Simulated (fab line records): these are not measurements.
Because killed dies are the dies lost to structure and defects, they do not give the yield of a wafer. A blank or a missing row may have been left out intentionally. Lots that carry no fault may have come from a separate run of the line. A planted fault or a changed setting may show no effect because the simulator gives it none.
What tool caused it? / flow rit-cmos / 14 lots, 42 wafers sampled, at 4 steps of a route of 202

## WHAT THE GAUGES READ, wafer by wafer
RIT_PRETRO_TW_MEAS_10.
lot=L105; measured=day 2 15:07; on=film-metro-03; PRETRO_TW=463 464 462
lot=L106; measured=day 2 14:19; on=film-metro-01; PRETRO_TW=475 477 471
lot=L107; measured=day 2 19:54; on=film-metro-03; PRETRO_TW=463 467 466
lot=L109; measured=day 3 06:36; on=film-metro-03; PRETRO_TW=469 467 468
lot=L110; measured=day 3 10:26; on=film-metro-03; PRETRO_TW=468 466 467
lot=L111; measured=day 3 19:34; on=film-metro-01; PRETRO_TW=471 471 468
lot=L112; measured=day 3 22:08; on=film-metro-01; PRETRO_TW=470 471 469
lot=L116; measured=day 4 16:58; on=film-metro-03; PRETRO_TW=464 464 465
lot=L117; measured=day 5 00:10; on=film-metro-02; PRETRO_TW=470 473 473
lot=L119; measured=day 5 15:34; on=film-metro-01; PRETRO_TW=470 474 472
lot=L120; measured=day 5 15:47; on=film-metro-02; PRETRO_TW=473 472 475
lot=L124; measured=day 6 10:25; on=film-metro-02; PRETRO_TW=473 472 471
lot=L125; measured=day 6 17:01; on=film-metro-01; PRETRO_TW=477 477 478
lot=L127; measured=day 6 23:01; on=film-metro-03; PRETRO_TW=469 470 465

RIT_SDANNEAL_RS_MEAS_05: a four-point-probe measurement.
lot=L105; measured=day 3 12:34; on=film-metro-04; NSD_RS (ohm/sq)=84.43 84.45 84.33
lot=L106; measured=day 3 14:07; on=film-metro-01; NSD_RS (ohm/sq)=84.08 84.39 84.39
lot=L107; measured=day 3 18:47; on=film-metro-04; NSD_RS (ohm/sq)=84.01 83.96 84.07
lot=L109; measured=day 4 06:08; on=film-metro-01; NSD_RS (ohm/sq)=84.50 84.43 84.60
lot=L110; measured=day 4 06:33; on=film-metro-02; NSD_RS (ohm/sq)=84.78 84.63 84.73
lot=L111; measured=day 4 18:56; on=film-metro-01; NSD_RS (ohm/sq)=84.96 85.04 84.69
lot=L112; measured=day 4 21:42; on=film-metro-04; NSD_RS (ohm/sq)=84.35 84.47 84.71
lot=L116; measured=day 5 13:04; on=film-metro-04; NSD_RS (ohm/sq)=84.88 84.70 84.75
lot=L117; measured=day 6 00:38; on=film-metro-02; NSD_RS (ohm/sq)=84.38 84.13 83.94
lot=L119; measured=day 6 16:23; on=film-metro-04; NSD_RS (ohm/sq)=84.86 84.56 84.77
lot=L120; measured=day 6 16:27; on=film-metro-01; NSD_RS (ohm/sq)=84.45 84.56 84.26
lot=L124; measured=day 7 06:56; on=film-metro-01; NSD_RS (ohm/sq)=84.71 84.96 84.55
lot=L125; measured=day 7 12:15; on=film-metro-01; NSD_RS (ohm/sq)=84.68 84.81 84.67
lot=L127; measured=day 7 19:09; on=film-metro-01; NSD_RS (ohm/sq)=84.46 84.41 84.73

## WHAT TOOL EACH LOT RAN ON (gives the tool, then ch and the chambers of the sampled wafers, and finally the start)
lot=L105; RIT_ACTIVE_STRIP_14=plasma-asher-01 ch 0, day 1 17:52; RIT_PLDD_STRIP_09=plasma-asher-03 ch 0,1, day 3 06:19
lot=L106; RIT_ACTIVE_STRIP_14=plasma-asher-03 ch 0, day 1 21:00; RIT_PLDD_STRIP_09=plasma-asher-01 ch 0,1, day 3 06:40
lot=L107; RIT_ACTIVE_STRIP_14=plasma-asher-01 ch 0,1, day 2 01:17; RIT_PLDD_STRIP_09=plasma-asher-04 ch 0,1, day 3 12:05
lot=L109; RIT_ACTIVE_STRIP_14=plasma-asher-01 ch 0,1, day 2 11:29; RIT_PLDD_STRIP_09=plasma-asher-01 ch 0,1, day 3 23:51
lot=L110; RIT_ACTIVE_STRIP_14=plasma-asher-02 ch 0,1, day 2 16:44; RIT_PLDD_STRIP_09=plasma-asher-04 ch 0,1, day 4 00:14
lot=L111; RIT_ACTIVE_STRIP_14=plasma-asher-03 ch 0,1, day 2 22:29; RIT_PLDD_STRIP_09=plasma-asher-04 ch 0,1, day 4 12:40
lot=L112; RIT_ACTIVE_STRIP_14=plasma-asher-01 ch 0,1, day 3 02:31; RIT_PLDD_STRIP_09=plasma-asher-01 ch 0,1, day 4 15:11
lot=L116; RIT_ACTIVE_STRIP_14=plasma-asher-01 ch 0,1, day 3 21:50; RIT_PLDD_STRIP_09=plasma-asher-01 ch 0,1, day 5 05:51
lot=L117; RIT_ACTIVE_STRIP_14=plasma-asher-03 ch 0,1, day 4 05:08; RIT_PLDD_STRIP_09=plasma-asher-04 ch 0,1, day 5 18:17
lot=L119; RIT_ACTIVE_STRIP_14=plasma-asher-01 ch 0,1, day 4 18:32; RIT_PLDD_STRIP_09=plasma-asher-01 ch 0,1, day 6 09:40
lot=L120; RIT_ACTIVE_STRIP_14=plasma-asher-03 ch 0,1, day 4 18:47; RIT_PLDD_STRIP_09=plasma-asher-04 ch 0, day 6 10:04
lot=L124; RIT_ACTIVE_STRIP_14=plasma-asher-03 ch 0,1, day 5 14:29; RIT_PLDD_STRIP_09=plasma-asher-03 ch 0,1, day 7 00:20
lot=L125; RIT_ACTIVE_STRIP_14=plasma-asher-03 ch 0,1, day 5 22:42; RIT_PLDD_STRIP_09=plasma-asher-03 ch 0,1, day 7 05:20
lot=L127; RIT_ACTIVE_STRIP_14=plasma-asher-03 ch 0,1, day 6 05:40; RIT_PLDD_STRIP_09=plasma-asher-04 ch 0,1, day 7 11:28
- RIT_ACTIVE_STRIP_14: strips in O2, time 180 s.
- RIT_PLDD_STRIP_09: strips in O2, time 180 s.

## WHAT THE TOOLS THEMSELVES READ (means of the sampled wafers that have a number; where no wafer has one, the mark that the record gives instead)
RIT_ACTIVE_STRIP_14.
lot=L105; tool=plasma-asher-01; drypump-motor-current-A (A)=5.5; rf-refl-power-W (W)=6.2
lot=L106; tool=plasma-asher-03; drypump-motor-current-A (A)=5.9; rf-refl-power-W (W)=6.7
lot=L107; tool=plasma-asher-01; drypump-motor-current-A (A)=5.8; rf-refl-power-W (W)=6.2
lot=L109; tool=plasma-asher-01; drypump-motor-current-A (A)=5.8; rf-refl-power-W (W)=6.3
lot=L110; tool=plasma-asher-02; drypump-motor-current-A (A)=5.8; rf-refl-power-W (W)=7.1
lot=L111; tool=plasma-asher-03; drypump-motor-current-A (A)=5.7; rf-refl-power-W (W)=7.3
lot=L112; tool=plasma-asher-01; drypump-motor-current-A (A)=5.8; rf-refl-power-W (W)=6.3
lot=L116; tool=plasma-asher-01; drypump-motor-current-A (A)=5.8; rf-refl-power-W (W)=6.3
lot=L117; tool=plasma-asher-03; drypump-motor-current-A (A)=5.7; rf-refl-power-W (W)=7.1
lot=L119; tool=plasma-asher-01; drypump-motor-current-A (A)=6.1; rf-refl-power-W (W)=6.1
lot=L120; tool=plasma-asher-03; drypump-motor-current-A (A)=5.8; rf-refl-power-W (W)=6.8
lot=L124; tool=plasma-asher-03; drypump-motor-current-A (A)=5.7; rf-refl-power-W (W)=7.2
lot=L125; tool=plasma-asher-03; drypump-motor-current-A (A)=5.7; rf-refl-power-W (W)=6.9
lot=L127; tool=plasma-asher-03; drypump-motor-current-A (A)=5.8; rf-refl-power-W (W)=7.0

RIT_PLDD_STRIP_09.
lot=L105; tool=plasma-asher-03; drypump-motor-current-A (A)=5.8; rf-refl-power-W (W)=6.9
lot=L106; tool=plasma-asher-01; drypump-motor-current-A (A)=5.8; rf-refl-power-W (W)=6.3
lot=L107; tool=plasma-asher-04; drypump-motor-current-A (A)=6.0; rf-refl-power-W (W)=7.0
lot=L109; tool=plasma-asher-01; drypump-motor-current-A (A)=5.8; rf-refl-power-W (W)=6.3
lot=L110; tool=plasma-asher-04; drypump-motor-current-A (A)=5.7; rf-refl-power-W (W)=6.5
lot=L111; tool=plasma-asher-04; drypump-motor-current-A (A)=6.0; rf-refl-power-W (W)=7.0
lot=L112; tool=plasma-asher-01; drypump-motor-current-A (A)=5.8; rf-refl-power-W (W)=6.2
lot=L116; tool=plasma-asher-01; drypump-motor-current-A (A)=5.8; rf-refl-power-W (W)=6.3
lot=L117; tool=plasma-asher-04; drypump-motor-current-A (A)=6.0; rf-refl-power-W (W)=6.9
lot=L119; tool=plasma-asher-01; drypump-motor-current-A (A)=6.2; rf-refl-power-W (W)=6.1
lot=L120; tool=plasma-asher-04; drypump-motor-current-A (A)=6.2; rf-refl-power-W (W)=7.5
lot=L124; tool=plasma-asher-03; drypump-motor-current-A (A)=5.8; rf-refl-power-W (W)=6.9
lot=L125; tool=plasma-asher-03; drypump-motor-current-A (A)=5.7; rf-refl-power-W (W)=7.0
lot=L127; tool=plasma-asher-04; drypump-motor-current-A (A)=5.7; rf-refl-power-W (W)=6.5

## THE ANSWER, worked out from the rows above alone
Rule: the lots themselves supply what counts as usual. The widest of any qualifying gaps counts: lots, ordered by their means at a reading, are off when they make up no more than a third of the lots, leave a main group of 4 or more, and stand apart from it by 3 or more times the standard deviation of that group's means. If all means in a main group match to the digits the tables above print for the reading, that group is not used. A lot without any number at a reading at which 4 lots or more have one is off too. The other lots that the step has rows for count as sound. After the gauges, taken in route order, come the tools' own readings; for these a lot's mean is taken, as printed above. At the first step where some lot is off, the reading lying furthest off is the one used; lots without a number count as furthest.
Across all readings shown, no lot is off: no conclusion can be drawn from this.

## WHAT HAD BEEN PUT IN BY THE SIMULATOR
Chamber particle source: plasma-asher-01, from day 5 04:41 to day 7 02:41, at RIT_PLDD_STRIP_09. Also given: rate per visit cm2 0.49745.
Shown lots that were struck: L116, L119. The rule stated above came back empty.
